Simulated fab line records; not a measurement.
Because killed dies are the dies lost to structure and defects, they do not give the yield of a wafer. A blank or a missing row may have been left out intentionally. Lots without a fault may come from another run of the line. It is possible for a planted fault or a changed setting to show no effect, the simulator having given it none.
A lot that was struck, set against a sound lot + flow berkeleyCmos170 + 14 steps out of a route of 331
Sound: these wafers, L694.2, L694.3, L694.4. Wafers struck: L702.2, L702.3, L702.6. The cause comes at the end.
At each step with rows: each side's tool, then ch and its chambers, then its first start. Under that, the readings that differ: sound wafers + struck wafers + difference of the means + sigmas: that difference in standard deviations of wafers without a fault.
alike: readings whose means differ by less than 2 such deviations, and words and numbers that are the same on both sides. not compared: withheld readings, readings that some wafer has no value for, bounds like >300 that may hide the same value, and numbers for which the record gives no deviation and whose values overlap.
Wherever a step has rows on one side only, a row that says differs or no value, or a row with sigmas, the two part there. Non-overlapping numbers with no deviation appear without sigmas and do not part them. Lack of a reading on every wafer of one side parts them only where that side has two or more wafers.

first, 1 step without rows for these wafers: UCB170_GATE_WET_ETCH_00 (etches SiO2 in dHF, time 200 s).
UCB170_FIELD_THK_MEAS_91:
  sound on filmMetro-04 at day 7 03:11; struck on filmMetro-03 at day 8 10:38
  alike: FIELD_OXIDE_LEFT_2_THK
then, 1 step without rows for these wafers: UCB170_GATE_OXIDATION_01 (target thk 6.6 nm, ox time 1800 s).
UCB170_GATE_THK_MEAS_02:
  sound on filmMetro-04 at day 7 09:56; struck on filmMetro-03 at day 8 18:04
| reading             | sound          | struck         | difference | sigmas |
|---------------------|----------------|----------------|------------|--------|
| GATE_OXIDE_THK (nm) | 6.71 6.54 6.59 | 6.42 6.40 6.32 | -0.23      | -2     |
then, 2 steps without rows for these wafers: UCB170_GATE_ANNEAL_03 (time 1800 s); UCB170_GATE_CVD_04 (deposits poly-Si from SiH4, time 1440 s, target thk 214 nm).
UCB170_GATE_THK_MEAS_05:
  sound on filmMetro-03 at day 7 20:22; struck on filmMetro-02 at day 9 05:31
  alike: GATE_POLY_THK
then, 5 steps without rows for these wafers: UCB170_GATE_COAT_06; UCB170_GATE_COAT_07 (resist thk 900 nm); UCB170_GATE_SOFTBAKE_08 (time 60 s); UCB170_GATE_EXPOSE_09 (exposes mask POLY, target cd 350 nm); UCB170_GATE_PEB_10.
UCB170_GATE_DEVELOP_11: develop time 45 s.
  struck on lithoTrack-03, day 9 07:00; sound on lithoTrack-03 ch 0, day 7 22:00
  no value came back on the struck wafers for chillPlateTempC (C), developTimeS (s); on the sound wafers chillPlateTempC (C) reads 23.03 22.99 22.98
| reading                              | sound             | struck            | difference | sigmas |
|--------------------------------------|-------------------|-------------------|------------|--------|
| model.KrF_of_GATE_COAT_07.thkNm (nm) | 885.6 885.5 883.5 | 903.8 901.4 905.6 | +18.7      |        |
UCB170_GATE_CD_MEAS_12: the cd target is 350 nm.
  sound on cdSem-01 at day 7 22:29; struck on cdSem-01 at day 9 07:12
| reading   | sound             | struck | difference                    | sigmas |
|-----------|-------------------|--------|-------------------------------|--------|
| cdNm (nm) | 351.3 352.3 352.3 | - - -  | no value on the struck wafers |        |

== WHERE THEY PART ==
Earliest at UCB170_GATE_THK_MEAS_02; latest, in this record, at UCB170_GATE_CD_MEAS_12.

WHY: whatever the simulator had introduced
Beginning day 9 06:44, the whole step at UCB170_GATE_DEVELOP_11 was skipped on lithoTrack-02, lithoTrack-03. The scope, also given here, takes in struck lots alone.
